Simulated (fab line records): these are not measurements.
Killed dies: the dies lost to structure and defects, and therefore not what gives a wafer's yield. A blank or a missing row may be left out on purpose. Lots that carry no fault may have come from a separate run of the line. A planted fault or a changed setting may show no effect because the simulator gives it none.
Split-lot experiment ; flow berkeleyCmos170 ; on a route of 331 steps: 5 lots, 23 wafers read

THE SPLIT
At UCB170_V2_COAT_07 (resist thk 900 nm), the setting spinRpm was moved away from the recipe's 1500 rpm on 10 of the 23 wafers read, by +2.8% to +5.9%. All remaining wafers had this setting at the recipe value.

The reading comes from the split's own step.

THE READING
KrF_of_V2_COAT_07.thkNm (the simulator's own value, which no gauge read), in nm, at UCB170_V2_COAT_07 (resist thk 900 nm). No usual value for it is given in the file. Average 899.7 nm, standard deviation 2.9 nm, over the 13 wafers here run with the recipe.

wafer;tool, chamber at the split;spinRpm as run, rpm;against the recipe;KrF_of_V2_COAT_07.thkNm, nm;against lot-mates on the recipe
L074.1;lithoTrack-01, 0;1500;recipe;900.4;-
L074.4;lithoTrack-01, 0;1500;recipe;896.3;-
L074.5;lithoTrack-01, 0;1500;recipe;898;-
L079.1;lithoTrack-03, 0;1573;+4.9%;878.2;-19.4
L079.2;lithoTrack-03, 0;1500;recipe;895.4;-
L079.3;lithoTrack-03, 0;1573;+4.9%;878.3;-19.3
L079.4;lithoTrack-03, 0;1500;recipe;897.2;-
L079.6;lithoTrack-03, 0;1500;recipe;900.3;-
L082.1;lithoTrack-04, 0;1500;recipe;904.2;-
L082.2;lithoTrack-04, 0;1500;recipe;902.6;-
L082.3;lithoTrack-04, 0;1500;recipe;902;-
L082.4;lithoTrack-04, 0;1542;+2.8%;890.7;-12.2
L082.5;lithoTrack-04, 0;1542;+2.8%;890;-12.9
L081.1;lithoTrack-01, 0;1589;+5.9%;871.2;-27.1
L081.2;lithoTrack-01, 0;1500;recipe;895.2;-
L081.3;lithoTrack-01, 0;1589;+5.9%;873.7;-24.6
L081.5;lithoTrack-01, 0;1500;recipe;901.5;-
L081.6;lithoTrack-01, 0;1589;+5.9%;871.8;-26.6
L084.1;lithoTrack-04, 0;1500;recipe;903.5;-
L084.2;lithoTrack-04, 0;1568;+4.5%;882.9;-18.8
L084.3;lithoTrack-04, 0;1568;+4.5%;880.4;-21.3
L084.4;lithoTrack-04, 0;1568;+4.5%;881.5;-20.2
L084.6;lithoTrack-04, 0;1500;recipe;899.9;-

THE FIT
A straight line over all 23 wafers: KrF_of_V2_COAT_07.thkNm changes by -4.39 nm for each +1% of spinRpm; r = -0.97; the points scatter about the line by 2.7 nm.
The same after taking each lot's own level away (the mean of its wafers on the recipe; 23 wafers): -4.33 nm for each +1%; r = -0.99; scatter 1.7 nm.
The reading moves by 26 nm for the largest change in spinRpm, on that fit.
From 897.63 to 902.93 nm: that is the span of the lots' own levels, equal to 1.8 times the standard deviation above.
Hence the lot-to-lot level has little effect on the slope; both slopes agree.
Check: for one of the wafers moved furthest among these (+5.9%), held out of the fit, the line's prediction against its lot-mates is -25.4 nm. Against them it came out at -27.1 nm.

ADDITIONAL SPLITS CARRIED BY THESE WAFERS
Other splits were also applied to these wafers ahead of the reading. Each is held against what the fit with the lots' levels taken away leaves over:
other split on the same wafers;wafers away from the commonest value;r with KrF_of_V2_COAT_07.thkNm (lot level and that fit taken away)
UCB170_M1_EXPOSE_06 doseMj;5;+0.16
UCB170_V1_PEB_10 pebTempC;9;+0.17

THE FILE'S OWN FIT
KrF_of_V2_COAT_07.thkNm changes by -4.3 nm for each +1% of spinRpm, r = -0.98.
